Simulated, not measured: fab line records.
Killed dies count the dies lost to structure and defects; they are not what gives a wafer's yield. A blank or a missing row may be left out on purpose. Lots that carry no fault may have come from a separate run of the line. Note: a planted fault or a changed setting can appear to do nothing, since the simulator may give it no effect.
One fault seen from 2 desks | flow rit cmos | only its own numbers are on each desk; what lay behind them is given at the end

## THE METROLOGY DESK
What the gauges read, lot by lot, whatever tool the lot ran on: means of the sampled wafers that have a number. The brackets show how far a lot's mean lies from the usual mean; more than 4 standard deviations puts the lot out of limits, marked OUT.
Columns: A = PWELL_OVL at RIT_PWELL_OVL_MEAS_06, usual -0.7 nm; B = NRETRO_OVL at RIT_NRETRO_OVL_MEAS_06, usual -0.4 nm; C = PLDD_OVL at RIT_PLDD_OVL_MEAS_06, usual -0.7 nm; D = SILICIDE_TI_RS at RIT_SILICIDE_RS_MEAS_02, usual 52.4 ohm/sq; E = SILICIDE_TI_THK at RIT_SILICIDE_THK_MEAS_03, usual 29.8 nm
lot  | first seen here | A    | B    | C    | D    | E
L272 | day 2 01:19     | 1.5  | 0.5  | 0.3  | 51.5 | 30.1
L274 | day 2 09:44     | -0.0 | 0.2  | 0.0  | 52.8 | 29.5
L276 | day 2 19:58     | 1.0  | -2.5 | -1.4 | 52.8 | 29.7
L277 | day 3 05:14     | 0.9  | 0.9  | -3.2 | 52.1 | 29.8
L278 | day 3 07:11     | -0.9 | -1.0 | -0.8 | 53.6 | 29.2
L280 | day 3 16:35     | -0.6 | 0.8  | -2.0 | 53.5 | 29.2
L283 | day 4 06:38     | -1.9 | -2.7 | 0.6  | 52.0 | 30.0
L284 | day 4 12:59     | -0.6 | -0.6 | -0.2 | 51.9 | 29.9
L285 | day 4 16:48     | 1.1  | -0.3 | -1.4 | 52.7 | 29.6
L290 | day 5 18:28     | -0.9 | -0.5 | -3.0 | 54.7 | 29.1
L291 | day 5 23:25     | -1.0 | 1.0  | 0.2  | 52.5 | 29.8
L292 | day 6 03:52     | -0.3 | 0.9  | -0.7 | 53.3 | 29.5
L294 | day 6 15:44     | -1.7 | -2.0 | -1.0 | 53.5 | 29.5
Result from this desk: across the 13 lots, nothing is out of limits.

## AT THE TOOL OWNER'S DESK: pvd sputter-03
The tool's own readings at RIT_SILICIDE_SPUTTER_01 (material Ti, target thk 30 nm, time 240 s): means of the sampled wafers that have a number, for each lot that ran on this tool. The brackets show how far a lot's mean lies from the usual mean; more than 4 standard deviations puts the lot out of limits, marked OUT.
Columns: A = throttle valve pct at RIT_SILICIDE_SPUTTER_01, usual 30.2 %
lot  | first seen here | A
L278 | day 4 12:52     | 29.5
L280 | day 4 23:56     | 29.7
L283 | day 5 14:04     | 29.4
L285 | day 5 21:23     | 30.0
L290 | day 7 01:46     | 29.6
Result from this desk: across the 5 lots, nothing is out of limits.

## ALL TOGETHER
Nothing out of limits was seen by the metrology desk.
Nothing out of limits was seen by the tool owner's desk.

## WHAT THE SIMULATOR HAD INSERTED
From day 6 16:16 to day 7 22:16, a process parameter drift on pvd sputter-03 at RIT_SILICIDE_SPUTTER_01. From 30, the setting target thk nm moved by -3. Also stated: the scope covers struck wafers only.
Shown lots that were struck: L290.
